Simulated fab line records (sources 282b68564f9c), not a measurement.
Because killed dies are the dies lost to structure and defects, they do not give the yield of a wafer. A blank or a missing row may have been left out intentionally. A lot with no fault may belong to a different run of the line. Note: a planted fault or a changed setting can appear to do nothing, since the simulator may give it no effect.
A lot that was struck, set against a sound lot    flow rit_cmos    20 out of 202 route steps
Sound: the wafers L353.1, L353.2, L353.5. The struck wafers were L370.2, L370.3, L370.6. The cause comes at the end.
At each step with rows: each side's tool, then ch and its chambers, then its first start. Under that, the readings that differ: sound wafers    struck wafers    difference of the means    sigmas: that difference in standard deviations of wafers without a fault.
alike: words and numbers the same on both sides, and readings whose means are apart by under 2 such deviations; not compared: readings that were withheld, readings missing a value for some wafer, numbers with overlapping values and no deviation given by the record, and bounds like >300 which may hide the same value.
The two part at a step that has a row with sigmas, a row that says differs or no value, or rows on one side only. When numbers do not overlap yet have no deviation, they are printed without sigmas and do not part them. Lack of a reading on every wafer of one side parts them only where that side has two or more wafers.

first, 3 steps without rows for these wafers: RIT_GATE_CLEAN_02 (cleans in dHF, time 30 s); RIT_GATE_CLEAN_03 (cleans in SC2, time 600 s); RIT_GATE_CLEAN_04 (cleans in dHF, time 60 s).
RIT_FOX2_THK_MEAS_91:
  sound on film_metro-02, day 3 04:44; struck on film_metro-02, day 6 16:55
  alike: FIELD_OXIDE_LEFT_2_THK
then, 2 steps without rows for these wafers: RIT_GATE_OXIDATION_05 (target thk 3 nm, ox time 270 s); RIT_GATE_ANNEAL_06 (time 600 s).
RIT_GATE_THK_MEAS_07:
  sound on film_metro-01, day 3 06:07; struck on film_metro-01, day 6 18:31
  alike: GATE_OXIDE_THK
then, 1 step without rows for these wafers: RIT_GATE_CVD_08 (deposits poly-Si from SiH4, target thk 250 nm, time 2220 s).
RIT_GATE_THK_MEAS_09:
  sound on film_metro-01, day 3 08:47; struck on film_metro-02, day 6 20:12
reading             sound              struck             difference  sigmas
GATE_POLY_THK (nm)  251.4 251.7 252.0  245.1 247.1 246.4  -5.5        -3
then, 3 steps without rows for these wafers: RIT_GATE_HMDS_10 (prime time 60 s); RIT_GATE_COAT_11 (resist thk 850 nm); RIT_GATE_SOFTBAKE_12 (time 60 s).
RIT_GATE_EXPOSE_13: exposes mask M6, target cd 150 nm.
  sound on iline_stepper-01 ch 0, day 3 09:40; struck on iline_stepper-02 ch 0, day 6 20:43
reading               sound              struck             difference  sigmas
exposure_dose_mJ_cm2  379.2 379.4 379.7  351.2 349.8 349.9  -29.1       -69
  alike: mask, reticle_temp_C
then, 2 steps without rows for these wafers: RIT_GATE_PEB_14; RIT_GATE_DEVELOP_15 (develop time 50 s).
RIT_GATE_CD_MEAS_16: the cd target is 150 nm.
  sound on cd_sem-01, day 3 10:04; struck on cd_sem-01, day 6 21:07
reading     sound              struck             difference  sigmas
cd_nm (nm)  155.3 154.2 153.7  191.7 192.4 194.8  +38.6       +15
RIT_GATE_OVL_MEAS_17:
  sound on overlay-01, day 3 10:11; struck on overlay-02, day 6 21:14
  alike: GATE_OVL
then, 1 step without rows for these wafers: RIT_GATE_HARDBAKE_18 (time 60 s).
RIT_GATE_ETCH_19: etches poly-Si in SF6/CHF3/O2, stops on SiO2, time 165 s, target depth 312.5 nm.
  sound on rie_si-02 ch 1,2,3, day 3 10:22; struck on rie_si-01 ch 1,2,3, day 6 21:25
reading                sound              struck           difference  sigmas
model.GATE.cd_nm (nm)  155.4 154.3 153.8  191.4 192.8 195  +38.6       
  alike: drypump_motor_current_A, oes_product_au, throttle_valve_pct
  not compared: rf_hours_counter_h
RIT_GATE_STRIP_20: strips in O2, time 180 s.
  sound on plasma_asher-02 ch 0,1, day 3 10:28; struck on plasma_asher-03 ch 0,1, day 6 21:31
  alike: drypump_motor_current_A, rf_refl_power_W
  not compared: rf_hours_counter_h

## WHERE THEY PART
Last at RIT_GATE_CD_MEAS_16 as far as this record goes, first at RIT_GATE_THK_MEAS_09. Later steps at which nothing parts them and some readings are alike: RIT_GATE_OVL_MEAS_17, RIT_GATE_ETCH_19, RIT_GATE_STRIP_20.

WHY: what had been put in by the simulator
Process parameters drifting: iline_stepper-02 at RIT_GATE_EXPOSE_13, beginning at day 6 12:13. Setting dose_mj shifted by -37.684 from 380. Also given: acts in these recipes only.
